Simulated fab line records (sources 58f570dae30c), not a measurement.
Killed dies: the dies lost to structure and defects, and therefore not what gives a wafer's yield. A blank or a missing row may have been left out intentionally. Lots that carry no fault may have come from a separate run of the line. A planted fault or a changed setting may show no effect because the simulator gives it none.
The tool behind it: which one? + flow berkeley-cmos170 + 14 lots, 42 wafers sampled, at 5 steps of a route of 331

## WHAT THE GAUGES READ, wafer by wafer
UCB170_V1_CD_MEAS_12 targets a cd of 700 nm. Usual: cd-nm reads 699.9 nm (standard deviation 1.3).
| lot  | measured     | on        | cd-nm (nm)        | flag |
|------|--------------|-----------|-------------------|------|
| L761 | day 8 22:02  | cd-sem-01 | 700.4 699.0 698.0 |      |
| L758 | day 8 23:37  | cd-sem-01 | 701.1 701.9 701.8 |      |
| L759 | day 9 01:31  | cd-sem-02 | 699.4 698.9 699.3 |      |
| L760 | day 9 01:46  | cd-sem-01 | 700.4 701.1 699.9 |      |
| L762 | day 9 16:07  | cd-sem-01 | 699.3 701.1 701.0 |      |
| L768 | day 10 13:55 | cd-sem-02 | 698.8 698.3 699.8 |      |
| L766 | day 10 13:52 | cd-sem-01 | 614.7 615.2 613.2 | OFF  |
| L770 | day 11 05:30 | cd-sem-02 | 616.1 616.3 616.0 | OFF  |
| L771 | day 11 11:59 | cd-sem-02 | 702.2 701.5 701.3 |      |
| L773 | day 12 04:34 | cd-sem-02 | 701.7 702.8 703.1 |      |
| L775 | day 12 18:14 | cd-sem-01 | 700.9 698.7 699.2 |      |
| L777 | day 12 18:01 | cd-sem-01 | 700.6 699.9 701.0 |      |
| L778 | day 12 18:25 | cd-sem-01 | 697.4 700.0 699.0 |      |
| L780 | day 12 21:40 | cd-sem-02 | 697.3 698.5 697.6 |      |

UCB170_M2_CD_MEAS_90 targets a cd of 700 nm. Usual: cd-nm reads 699.7 nm (standard deviation 2.9).
| lot  | measured     | on        | cd-nm (nm)        | flag |
|------|--------------|-----------|-------------------|------|
| L761 | day 9 02:07  | cd-sem-01 | 696.9 703.7 701.2 |      |
| L758 | day 9 05:47  | cd-sem-01 | 700.8 703.8 701.2 |      |
| L759 | day 9 06:11  | cd-sem-02 | 700.0 697.2 697.6 |      |
| L760 | day 9 06:19  | cd-sem-01 | 694.6 697.9 700.4 |      |
| L762 | day 9 19:22  | cd-sem-01 | 704.9 704.4 699.8 |      |
| L768 | day 10 17:24 | cd-sem-01 | 700.3 697.6 702.4 |      |
| L766 | day 10 17:13 | cd-sem-02 | 693.6 695.1 698.6 |      |
| L770 | day 11 09:07 | cd-sem-02 | 702.8 697.5 701.5 |      |
| L771 | day 11 15:12 | cd-sem-02 | 697.0 703.1 702.5 |      |
| L773 | day 12 07:50 | cd-sem-02 | 700.6 699.8 700.3 |      |
| L775 | day 12 22:51 | cd-sem-01 | 697.4 699.2 698.2 |      |
| L777 | day 12 22:28 | cd-sem-01 | 697.1 702.8 694.2 |      |
| L778 | day 12 22:57 | cd-sem-02 | 700.4 700.8 700.6 |      |
| L780 | day 13 00:58 | cd-sem-01 | 697.5 696.0 697.3 |      |

## TOOL THAT RAN EACH LOT (tool first, then ch and the chambers of the sampled wafers, then the start)
| lot  | UCB170_CONTACT_STRIP_06              | UCB170_CONTACT_ETCH_17             | UCB170_V1_PEB_10                  |
|------|--------------------------------------|------------------------------------|-----------------------------------|
| L761 | plasma-asher-04 ch 0,1, day 8 15:19  | rie-diel-01 ch 0,2, day 8 16:40    | litho-track-03 ch 0, day 8 21:45  |
| L758 | plasma-asher-03 ch 0,1, day 8 15:50  | rie-diel-04 ch 1,2, day 8 17:29    | litho-track-03 ch 0, day 8 23:20  |
| L759 | plasma-asher-04 ch 0,1, day 8 17:06  | rie-diel-01 ch 0,1,2, day 8 18:37  | litho-track-02 ch 0, day 9 01:15  |
| L760 | plasma-asher-02 ch 0,1, day 8 17:07  | rie-diel-04 ch 0,1,3, day 8 18:53  | litho-track-03 ch 0, day 9 01:29  |
| L762 | plasma-asher-03 ch 0,1, day 9 08:53  | rie-diel-01 ch 1,2,3, day 9 10:14  | litho-track-03 ch 0, day 9 15:50  |
| L768 | plasma-asher-03 ch 0,1, day 10 02:09 | rie-diel-04 ch 0,2, day 10 03:52   | litho-track-01 ch 0, day 10 13:38 |
| L766 | plasma-asher-04 ch 0,1, day 10 03:32 | rie-diel-01 ch 1,2, day 10 04:58   | litho-track-02 ch 0, day 10 13:32 |
| L770 | plasma-asher-03 ch 0,1, day 10 20:19 | rie-diel-04 ch 0,1,2, day 10 22:12 | litho-track-02 ch 0, day 11 05:13 |
| L771 | plasma-asher-04 ch 0,1, day 11 03:40 | rie-diel-02 ch 0,1, day 11 05:07   | litho-track-03 ch 0, day 11 11:43 |
| L773 | plasma-asher-02 ch 0,1, day 11 19:11 | rie-diel-02 ch 0,1,2, day 11 21:14 | litho-track-01 ch 0, day 12 04:18 |
| L775 | plasma-asher-03 ch 0,1, day 12 08:46 | rie-diel-01 ch 0,2,3, day 12 10:51 | litho-track-01 ch 0, day 12 17:58 |
| L777 | plasma-asher-04 ch 0,1, day 12 08:49 | rie-diel-04 ch 1,3, day 12 10:39   | litho-track-01 ch 0, day 12 17:43 |
| L778 | plasma-asher-04 ch 0,1, day 12 08:52 | rie-diel-04 ch 1,2, day 12 11:06   | litho-track-03 ch 0, day 12 18:08 |
| L780 | plasma-asher-02 ch 0,1, day 12 12:32 | rie-diel-01 ch 1,2, day 12 14:19   | litho-track-03 ch 0, day 12 21:23 |
- UCB170_CONTACT_STRIP_06: strips in O2.
- UCB170_CONTACT_ETCH_17: etches BARC in N2/H2.
- UCB170_V1_PEB_10

## WHAT THE TOOLS THEMSELVES READ (means of the sampled wafers that have a number; where no wafer has one, the mark that the record gives instead)
UCB170_CONTACT_STRIP_06. Usual: drypump-motor-current-A 5.8 A, standard deviation 0.36; oes-product-au 0.735 a.u., standard deviation 0.0045; strip-time-to-endpoint-s 21.95 s, standard deviation 0.075.
| lot  | tool            | drypump-motor-current-A (A) | oes-product-au (a.u.) | strip-time-to-endpoint-s (s) | flag |
|------|-----------------|-----------------------------|-----------------------|------------------------------|------|
| L761 | plasma-asher-04 | 5.7                         | 0.737                 | 22.01                        |      |
| L758 | plasma-asher-03 | 5.9                         | 0.735                 | 21.99                        |      |
| L759 | plasma-asher-04 | 5.5                         | 0.736                 | 21.97                        |      |
| L760 | plasma-asher-02 | 5.7                         | 0.736                 | 21.92                        |      |
| L762 | plasma-asher-03 | 6.0                         | 0.733                 | 21.83                        |      |
| L768 | plasma-asher-03 | 5.9                         | 0.735                 | 21.99                        |      |
| L766 | plasma-asher-04 | 5.4                         | 0.737                 | 21.92                        |      |
| L770 | plasma-asher-03 | 6.0                         | 0.736                 | 21.89                        |      |
| L771 | plasma-asher-04 | 5.5                         | 0.734                 | 21.89                        |      |
| L773 | plasma-asher-02 | 5.7                         | 0.737                 | 21.88                        |      |
| L775 | plasma-asher-03 | 5.9                         | 0.739                 | 21.96                        |      |
| L777 | plasma-asher-04 | 5.5                         | 0.729                 | 22.04                        |      |
| L778 | plasma-asher-04 | 5.5                         | 0.733                 | 22.06                        |      |
| L780 | plasma-asher-02 | 5.9                         | 0.737                 | 21.95                        |      |

UCB170_CONTACT_ETCH_17. Usual: drypump-motor-current-A 5.7 A, standard deviation 0.47; n2-flow-sccm 100.0 sccm, standard deviation 0.31; oes-product-au 1.000 a.u., standard deviation 0.018; throttle-valve-pct 13.18 %, standard deviation 0.13.
| lot  | tool        | drypump-motor-current-A (A) | n2-flow-sccm (sccm) | oes-product-au (a.u.) | throttle-valve-pct (%) | flag |
|------|-------------|-----------------------------|---------------------|-----------------------|------------------------|------|
| L761 | rie-diel-01 | 5.3                         | 99.9                | 0.991                 | 13.15                  |      |
| L758 | rie-diel-04 | 6.1                         | 100.1               | 0.999                 | 13.19                  |      |
| L759 | rie-diel-01 | 5.3                         | 100.1               | 1.003                 | 13.07                  |      |
| L760 | rie-diel-04 | 5.5                         | 99.9                | 0.984                 | 13.30                  |      |
| L762 | rie-diel-01 | 5.6                         | 99.9                | 1.009                 | 13.12                  |      |
| L768 | rie-diel-04 | 5.9                         | 99.9                | 1.003                 | 13.27                  |      |
| L766 | rie-diel-01 | 5.2                         | 99.8                | 1.007                 | 13.02                  |      |
| L770 | rie-diel-04 | 5.7                         | 100.2               | 0.996                 | 13.28                  |      |
| L771 | rie-diel-02 | 5.2                         | 99.9                | 1.016                 | 13.32                  |      |
| L773 | rie-diel-02 | 5.6                         | 99.9                | 1.009                 | 13.28                  |      |
| L775 | rie-diel-01 | 5.7                         | 100.1               | 0.992                 | 13.14                  |      |
| L777 | rie-diel-04 | 5.6                         | 100.2               | 0.981                 | 13.20                  |      |
| L778 | rie-diel-04 | 6.1                         | 99.9                | 0.993                 | 13.19                  |      |
| L780 | rie-diel-01 | 5.3                         | 100.0               | 1.009                 | 13.11                  |      |

UCB170_V1_PEB_10. Usual: heater-power-total-W reads 57.32 W (standard deviation 0.04).
| lot  | tool           | heater-power-total-W (W) | flag |
|------|----------------|--------------------------|------|
| L761 | litho-track-03 | 57.33                    |      |
| L758 | litho-track-03 | 57.33                    |      |
| L759 | litho-track-02 | 57.38                    |      |
| L760 | litho-track-03 | 57.29                    |      |
| L762 | litho-track-03 | 57.33                    |      |
| L768 | litho-track-01 | 57.30                    |      |
| L766 | litho-track-02 | 76.74                    | OFF  |
| L770 | litho-track-02 | 76.77                    | OFF  |
| L771 | litho-track-03 | 57.28                    |      |
| L773 | litho-track-01 | 57.31                    |      |
| L775 | litho-track-01 | 57.30                    |      |
| L777 | litho-track-01 | 57.33                    |      |
| L778 | litho-track-03 | 57.33                    |      |
| L780 | litho-track-03 | 57.35                    |      |

## THE ANSWER, worked out from the rows above alone
Rule: a lot is off if the mean of its wafers that have a number lies more than 3 standard deviations from the usual mean. A lot without any number at a reading at which 4 lots or more have one is off too. The other lots that the step has rows for count as sound. First the gauges in route order, then the tools' own readings, where a lot's mean is used as printed above. The first step at which some lot is off is used, and at that step the reading that is off furthest; a lot without a number counts as furthest.
Off, at UCB170_V1_CD_MEAS_12 on cd-nm: L766, L770.
If a tool, at a process step before that reading, ran all the lots that are off and no sound lot after the first of them, it fits. Not tried: the gauges at UCB170_V1_CD_MEAS_12; whatever is off there is also off at UCB170_V1_PEB_10, on other tools, and gauge error can't account for it. One fits: litho-track-02 at UCB170_V1_PEB_10. A fault onset in the window from L759 (day 9 01:15, its last sound lot) to L766 (day 10 13:32, its first lot off) fits.
The tool's own readings at UCB170_V1_PEB_10 bear it out: on the lots that are off they differ by more than 5 times the standard deviation of the sound lots' means. heater-power-total-W reads 76.75 W there against 57.32 W on the sound lots.

## WHAT THE SIMULATOR PUT IN
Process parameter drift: litho-track-02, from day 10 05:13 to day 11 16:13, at UCB170_V1_PEB_10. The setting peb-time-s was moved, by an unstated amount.
Struck lots among those shown: L766, L770. The rule above found the same.
